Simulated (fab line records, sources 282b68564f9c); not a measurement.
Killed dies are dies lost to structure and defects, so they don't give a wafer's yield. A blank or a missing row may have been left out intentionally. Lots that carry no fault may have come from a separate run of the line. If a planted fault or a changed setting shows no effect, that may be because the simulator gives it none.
Comparing a struck lot with a sound one || flow ritCmos || 15 steps out of a route of 202
Sound: wafers L762.3, L762.4, L762.5. Wafers L755.1, L755.2 were the ones struck. The cause is named last.
At each step with rows: each side's tool, then ch and its chambers, then its first start. Under that, the readings that differ: sound wafers || struck wafers || difference of the means || sigmas: that difference in standard deviations of wafers without a fault.
alike: readings with means less than 2 such deviations apart, plus words and numbers identical on both sides. not compared: withheld readings, readings lacking a value on some wafer, bounds such as >300 that could conceal the same value, and numbers that have no deviation in the record and whose values overlap.
Wherever a step has rows on one side only, a row that says differs or no value, or a row with sigmas, the two part there. When numbers do not overlap yet have no deviation, they are printed without sigmas and do not part them. A reading missing from all wafers of one side parts the sides only when that side holds two or more wafers.

first, 4 steps without rows for these wafers: RIT_ACTIVE_SOFTBAKE_07 (time 60 s); RIT_ACTIVE_EXPOSE_08 (exposes mask M1, target cd 1400 nm); RIT_ACTIVE_PEB_09; RIT_ACTIVE_DEVELOP_10 (develop time 50 s).
RIT_ACTIVE_CD_MEAS_11 targets a cd of 1400 nm.
  struck on cdSem-01, day 4 08:59; sound on cdSem-01, day 5 22:02
  alike: cdNm
then, 1 step without rows for these wafers: RIT_ACTIVE_HARDBAKE_12 (time 60 s).
RIT_ACTIVE_ETCH_13: etches Si3N4 in SF6, stops on SiO2, time 210 s, target depth 210 nm.
  sound on rieDiel-02 ch 0,2, day 5 22:16; struck on rieDiel-02 ch 0,1, day 4 09:15
  alike: drypumpMotorCurrentA, oesProductAu, throttleValvePct
  not compared: rfHoursCounterH
RIT_ACTIVE_STRIP_14: strips in O2, time 180 s.
  sound on plasmaAsher-04 ch 0,1, day 5 22:28; struck on plasmaAsher-02 ch 0,1, day 4 09:23
{"reading": "rfHoursCounterH (h)", "sound": "- - -", "struck": "41 41", "difference": "no value on the sound wafers", "sigmas": ""}
  alike: drypumpMotorCurrentA
RIT_ACTIVE_CD_MEAS_90 targets a cd of 1400 nm.
  struck on cdSem-02, day 4 09:34; sound on cdSem-02, day 5 22:37
  alike: cdNm
then, 3 steps without rows for these wafers: RIT_ACTIVE_CLEAN_15 (cleans in SC1, time 600 s); RIT_ACTIVE_CLEAN_16 (cleans in dHF, time 30 s); RIT_ACTIVE_CLEAN_17 (cleans in SC2, time 600 s).
RIT_FOX1_OXIDATION_00: target thk 350.7 nm, ox time 1130 s.
  sound on furnace-01 ch 0, day 5 23:04; struck on furnace-04 ch 0, day 4 10:04
{"reading": "model.SiO2_of_FOX1_OXIDATION_00.thkNm (nm)", "sound": "351 351.9 352.1", "struck": "338 341.4", "difference": -12, "sigmas": ""}
RIT_FOX1_THK_MEAS_01:
  struck on filmMetro-02, day 4 11:23; sound on filmMetro-03, day 6 00:24
  alike: FOX1_OXIDE_THK
-- the record jumps here: 2 days lie between the struck wafers' starts before and after (it left off in module FOX1 and takes up again in module M1, whose first step shown is number 202 of the route) --
RIT_M1_PROBE_99:
  rows exist in the record for the struck wafers here (prober-02, day 6 17:57), but not for the sound ones

## WHERE THEY PART
First at RIT_ACTIVE_STRIP_14; last, within this record, at RIT_M1_PROBE_99.

WHY: whatever the simulator had introduced
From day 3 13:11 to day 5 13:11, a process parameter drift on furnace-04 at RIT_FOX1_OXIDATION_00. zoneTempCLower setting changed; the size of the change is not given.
